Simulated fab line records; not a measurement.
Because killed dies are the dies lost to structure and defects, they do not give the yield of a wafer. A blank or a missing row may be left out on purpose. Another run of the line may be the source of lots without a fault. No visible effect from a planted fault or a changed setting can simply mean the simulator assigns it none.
Chamber matching    flow berkeley_cmos170    rie_diel-03 running UCB170_CONTACT_ETCH_17: 4 sister chambers
The step etches BARC in N2/H2. 8 wafers are shown with their chamber, then 7 later ones without.

## WAFERS, EACH WITH ITS CHAMBER
wafer   chamber  drypump_motor_current_A (A)  throttle_valve_pct (%)
L440.5  2        5.3                          13.03
L444.2  3        4.9                          13.29
L443.2  3        4.9                          13.29
L443.4  1        5.2                          13.22
L448.1  2        5.3                          13.04
L448.5  0        5.7                          13.36
L449.2  1        5.1                          13.24
L449.3  0        5.7                          13.34

## WAFERS MISSING THEIR CHAMBER
wafer   drypump_motor_current_A (A)  throttle_valve_pct (%)
L449.4  5.4                          13.01
L457.2  5.1                          13.23
L457.5  4.9                          13.31
L457.6  5.3                          13.03
L461.1  5.3                          13.02
L461.4  4.9                          13.28
L461.5  4.9                          13.30

## THE CHAMBER EACH PASSED THROUGH
wafer   from the rows above  in truth
L449.4  2                    2
L457.2  1                    1
L457.5  3                    3
L457.6  2                    2
L461.1  2                    2
L461.4  3                    3
L461.5  3                    3
7 of 7 placed correctly. Left unplaced by these rows: 0. Placed wrongly: 0.
How it was worked out, from the rows above alone: a wafer's distance from a chamber is the root of the sum, over the readings, of the square of ((its reading less the chamber's mean) divided by the reading's scatter). If the next closest chamber is less than 2 further off than the closest, the wafer can't be placed; otherwise it belongs to the closest. The mean given for a chamber averages the wafers shown for that chamber. The scatter: the root of (the sum of the squares of (reading less its chamber's mean) over the shown wafers, divided by (wafers less chambers)).
